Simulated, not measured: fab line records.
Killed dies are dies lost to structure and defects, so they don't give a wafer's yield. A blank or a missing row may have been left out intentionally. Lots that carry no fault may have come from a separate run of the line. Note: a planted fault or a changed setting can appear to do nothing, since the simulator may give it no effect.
Problem report in the 8D (eight disciplines) form, filled by code | flow rit_cmos | the parts of the form that need people (team, actions taken, sign-off) are left out

1. WHAT IS WRONG
Wafers with no fault read 193.3 s with a standard deviation of 0.36, whereas run_length_s at RIT_GATE_ETCH_19 reads a mean of 239.5 s on 1 wafer of 1 lot. That is +99 or more standard deviations from the usual mean.
The step: etches poly-Si in SF6/CHF3/O2, stops on SiO2, time 165 s, target depth 312.5 nm.
Earliest sighting: wafer L911.6 on rie_si-01 at day 5 05:55. The record has a number at this step for 33 wafers belonging to 11 lots. By rule, "out" or "out of limits" means more than 4 standard deviations away from the usual mean. The rest of the wafers with a number are treated as sound.

2. WHAT THIS IS AND IS NOT
question                    | is                           | is not
which readings at this step | run_length_s, oes_product_au | drypump_motor_current_A
which lots                  | L911                         | L898, L899, L900, L901, L902, L903, L904, L905, L918, L920
which wafers of those lots  | L911.6                       | L911.1, L911.2
read on which tools         | rie_si-01                    | rie_si-02
when                        | from day 5 05:55             | up to then (26 sound wafers); but 6 sound wafers of L918, L920 came after

3. THE SUSPECTS, EACH WITH WHAT RULES IT OUT
Counting: any tool at a process step up to the reading remains a suspect provided it ran every lot that is out. Sound lots after the first of them don't rule it out here, since some wafers of a struck lot are sound.
- rie_si-01 at RIT_GATE_ETCH_19 (etches poly-Si in SF6/CHF3/O2, stops on SiO2, time 165 s, target depth 312.5 nm): kept. It ran the lot that is out, L911 (day 5 05:55); its last sound lot up to then is L905 (day 3 23:37). Its own readings are out on those wafers: oes_product_au, run_length_s.
- Within rie_si-01 at RIT_GATE_ETCH_19: the wafers that are out ran in chamber 0; their sound lot-mates ran in chambers 2, 3.
Remaining after the count: rie_si-01 at RIT_GATE_ETCH_19.

4. THE CAUSE (what the simulator had put in)
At RIT_GATE_ETCH_19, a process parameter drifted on rie_si-01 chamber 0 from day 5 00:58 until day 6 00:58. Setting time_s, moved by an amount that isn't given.
Only this tool survived the counting.

5. SEQUENCE OF EFFECTS, ordered by route
One row per reading whose mean, taken over the struck wafers that have a number, lies over 3 standard deviations from the usual. Scope: only readings with a usual standard deviation given in the record; hours: median across lots of the time from each lot's start at the first step in this table that gives one to its start at this step; sigmas: change in usual standard deviations.
hours | step             | reading        | usual      | on struck wafers | change | sigmas
0     | RIT_GATE_ETCH_19 | oes_product_au | 0.852 a.u. | 0.728            | -0.124 | -8.9
0     | RIT_GATE_ETCH_19 | run_length_s   | 193.3 s    | 239.5            | +46.2  | +99 or more
Here are the process steps it includes:
- RIT_GATE_ETCH_19: etches poly-Si in SF6/CHF3/O2, stops on SiO2, time 165 s, target depth 312.5 nm.
Later steps that measure or inspect, where all struck wafers having a row at the step show a number for every such reading and not one has moved that far: RIT_SDANNEAL_RS_MEAS_06, RIT_CONTACT_CD_MEAS_08.

6. HOW IT WOULD HAVE BEEN CAUGHT EARLIER
5 hours passed between the start of the fault at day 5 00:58 and the first reading out of limits in this record, taken at day 5 05:55.
